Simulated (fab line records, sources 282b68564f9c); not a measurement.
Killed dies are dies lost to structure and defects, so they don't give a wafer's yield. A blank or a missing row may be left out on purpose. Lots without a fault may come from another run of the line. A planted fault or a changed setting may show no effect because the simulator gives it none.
fab line records | flow rit_cmos
record lots=14 wafers=42 last_day=8
route steps=202 shown PLDD@122
lots that met no fault: from a run of the same line without faults
start_h: hours from the record's first day to the start of the lot's first wafer shown | wait_h: hours since the lot's step before | " the same as in the row above | L1.1+2: a row that stands for several wafers | - no value, or no start given | * or withheld: withheld | < > ~ a bound
route shown NAME@n: a module of which the file shows steps, and the number in the route of the first | usual: mean/standard deviation of fault-free wafers | same: alike in all rows | chamber/n: place in a boat | sites: the reading at each site | _std_site: their standard deviation | _edge_site: outer sites' mean less inner sites' | radius_mm: how far each site lies from the wafer's centre | mask NAME#n: copy n | behind: the tool/chamber that last shaped the wafer | hold: why the lot was held/for how many hours/how that ended | device: the transistor (n, p or np) that didn't switch | end of line: the same wafers' tests at the end of the route | a step without rows: its recipe alone | killed: dies lost to structure and defects at the first sort, not the wafer's yield | map: a wafer's dies, x killed, . not, _ none there
set.NAME: the setting as run; set.NAME@STEP: as run at that earlier step | model.NAME: the simulator's own value behind a step, which no gauge read
steps of the route over a sample of lots; a table a step, a row a wafer
services: from which hour (start_h, from the record's first day; less than 0 if before it) a tool's chamber was out of use, for how many hours, and why
## steps
# step RIT_PLDD_IMPLANT_08
# recipe species=BF2 energy_kev=20 dose_cm2=9e+14 tilt_deg=7
# usual dose_ions_cm2=8.998e+14/9e+11 faraday_current_uA=2817/61
# columns lot.wafer tool chamber start_h wait_h dose_ions_cm2 faraday_current_uA
L211.2 implanter-04 0 48.59 0.1 8.993e+14 2874
L211.3 " 0 " " 8.997e+14 2774
L211.5 " 0 " " 8.983e+14 2752
L212.1 implanter-03 0 50.16 0.1 8.998e+14 2792
L212.2 " 0 " " 8.991e+14 2867
L212.4 " 0 " " 8.997e+14 2675
L213.1 implanter-04 0 56.12 0.1 9.002e+14 2890
L213.2 " 0 " " 9.001e+14 2981
L213.6 " 0 " " 9.003e+14 2913
L214.2 implanter-02 0 60.46 0.1 9.009e+14 2804
L214.4 " 0 " " 8.994e+14 2883
L214.6 " 0 " " 8.994e+14 2842
L216.2 implanter-03 0 68.86 0.1 9.003e+14 2779
L216.3 " 0 " " 8.987e+14 2862
L216.5 " 0 " " 8.991e+14 2813
L217.1 implanter-02 0 73.21 0.1 8.987e+14 2823
L217.4 " 0 " " 9.006e+14 2778
L217.6 " 0 " " 8.997e+14 2823
L223.2 implanter-04 0 102.86 0.1 8.995e+14 2840
L223.4 " 0 " " 8.983e+14 2846
L223.6 " 0 " " 8.983e+14 2715
L225.2 implanter-04 0 113.27 0.1 6.362e+14 1954
L225.4 " 0 " " 6.353e+14 1986
L225.5 " 0 " " 6.35e+14 1994
L226.1 implanter-04 0 122.49 0.1 6.357e+14 2009
L226.5 " 0 " " 6.36e+14 1965
L226.6 " 0 " " 6.366e+14 2036
L227.1 implanter-02 0 129.69 0.1 8.992e+14 2753
L227.2 " 0 " " 9.025e+14 2906
L227.4 " 0 " " 9.004e+14 2846
L228.1 implanter-02 0 132.36 0.1 8.997e+14 2807
L228.3 " 0 " " 8.997e+14 2762
L228.5 " 0 " " 9.013e+14 2746
L229.1 implanter-02 0 142.87 0.1 8.995e+14 2800
L229.3 " 0 " " 8.998e+14 2877
L229.4 " 0 " " 9.002e+14 2818
L233.1 implanter-02 0 161.11 0.1 8.989e+14 2753
L233.3 " 0 " " 8.996e+14 2786
L233.5 " 0 " " 8.992e+14 2821
L234.1 implanter-02 0 168.78 0.1 8.993e+14 2721
L234.2 " 0 " " 8.999e+14 2844
L234.3 " 0 " " 8.985e+14 2711
# step RIT_PLDD_TW_MEAS_10
# usual PLDD_TW=2348/31
# columns lot.wafer tool chamber start_h wait_h PLDD_TW
L211.2 film_metro-03 - 48.90 0.1 2378
L211.3 " - " " 2384
L211.5 " - " " 2382
L212.1 film_metro-01 - 50.49 0.1 2370
L212.2 " - " " 2380
L212.4 " - " " 2368
L213.1 film_metro-04 - 56.45 0.1 2306
L213.2 " - " " 2312
L213.6 " - " " 2307
L214.2 film_metro-03 - 60.77 0.1 2376
L214.4 " - " " 2380
L214.6 " - " " 2377
L216.2 film_metro-04 - 69.17 0.1 2311
L216.3 " - " " 2297
L216.5 " - " " 2314
L217.1 film_metro-04 - 73.54 0.1 2318
L217.4 " - " " 2319
L217.6 " - " " 2306
L223.2 film_metro-03 - 103.17 0.1 2362
L223.4 " - " " 2372
L223.6 " - " " 2368
L225.2 film_metro-04 - 113.58 0.1 2135
L225.4 " - " " 2128
L225.5 " - " " 2116
L226.1 film_metro-01 - 122.82 0.1 2180
L226.5 " - " " 2180
L226.6 " - " " 2182
L227.1 film_metro-04 - 130.01 0.1 2330
L227.2 " - " " 2329
L227.4 " - " " 2317
L228.1 film_metro-01 - 132.69 0.1 2375
L228.3 " - " " 2375
L228.5 " - " " 2374
L229.1 film_metro-04 - 143.19 0.1 2316
L229.3 " - " " 2327
L229.4 " - " " 2322
L233.1 film_metro-03 - 161.44 0.1 2365
L233.3 " - " " 2353
L233.5 " - " " 2360
L234.1 film_metro-01 - 169.10 0.1 2371
L234.2 " - " " 2356
L234.3 " - " " 2364
# step RIT_SDANNEAL_RS_MEAS_06
# recipe thk_meas_gauge=four-point-probe
# usual PLDD_RS=178.9/0.45
# columns lot.wafer tool chamber start_h wait_h PLDD_RS[ohm/sq]
L211.2 film_metro-01 - 56.38 0.1 178.9
L211.3 " - " " 179.1
L211.5 " - " " 178.9
L212.1 film_metro-01 - 58.91 0.1 180.1
L212.2 " - " " 179.7
L212.4 " - " " 180.0
L213.1 film_metro-03 - 62.57 0.1 179.6
L213.2 " - " " 179.2
L213.6 " - " " 179.0
L214.2 film_metro-04 - 67.50 0.1 178.7
L214.4 " - " " 179.0
L214.6 " - " " 179.2
L216.2 film_metro-04 - 75.52 0.1 178.7
L216.3 " - " " 178.7
L216.5 " - " " 179.2
L217.1 film_metro-04 - 79.63 0.1 179.1
L217.4 " - " " 178.5
L217.6 " - " " 178.8
L223.2 film_metro-01 - 109.38 0.1 178.9
L223.4 " - " " 179.1
L223.6 " - " " 179.2
L225.2 film_metro-01 - 119.80 0.1 215.5
L225.4 " - " " 215.9
L225.5 " - " " 216.0
L226.1 film_metro-04 - 129.71 0.1 215.1
L226.5 " - " " 215.3
L226.6 " - " " 215.0
L227.1 film_metro-03 - 138.08 0.1 179.1
L227.2 " - " " 179.5
L227.4 " - " " 179.0
L228.1 film_metro-04 - 139.55 0.1 178.9
L228.3 " - " " 179.0
L228.5 " - " " 179.5
L229.1 film_metro-01 - 150.21 0.1 178.6
L229.3 " - " " 178.8
L229.4 " - " " 178.8
L233.1 film_metro-04 - 169.03 0.1 179.0
L233.3 " - " " 179.3
L233.5 " - " " 178.4
L234.1 film_metro-04 - 175.55 0.1 178.9
L234.2 " - " " 178.5
L234.3 " - " " 178.7
## services
# columns tool chamber start_h hours kind
implanter-02 - 67.45 3.0 pm
implanter-03 - 92.67 2.3 pm
implanter-04 - 152.88 2.5 pm
implanter-02 - 158.56 2.1 repair
## key
first_sign step=RIT_PLDD_IMPLANT_08 reading=dose_ions_cm2 direction=down sigmas=99+ usual=8.998e+14 struck=6.358e+14
effect step=RIT_PLDD_IMPLANT_08 reading=faraday_current_uA direction=down sigmas=14 usual=2817 struck=1991
effect step=RIT_PLDD_TW_MEAS_10 reading=PLDD_TW direction=down sigmas=6.3 usual=2348 struck=2154
effect step=RIT_SDANNEAL_RS_MEAS_06 reading=PLDD_RS direction=up sigmas=82 usual=178.9 struck=215.5
met_at RIT_PLDD_IMPLANT_08
struck_lots L225,L226
tester_left_out L225,L226
onset_between 102.86 113.27
fault kind=process_parameter_drift tool=implanter-04 chamber=- onset_h=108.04 steps=RIT_PLDD_IMPLANT_08 channel=dose_cm2 offset=-2.6466e+14 shape=step end_h=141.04 acts_in=these_recipes_only stated=9e+14
# tester_left_out: of these lots the tester's yield and bins aren't shown, on N5 and GAA mostly nor the transistor test; their killed dies are dies lost to structure and defects alone, not to doping, threshold or leakage, so they don't give the yield
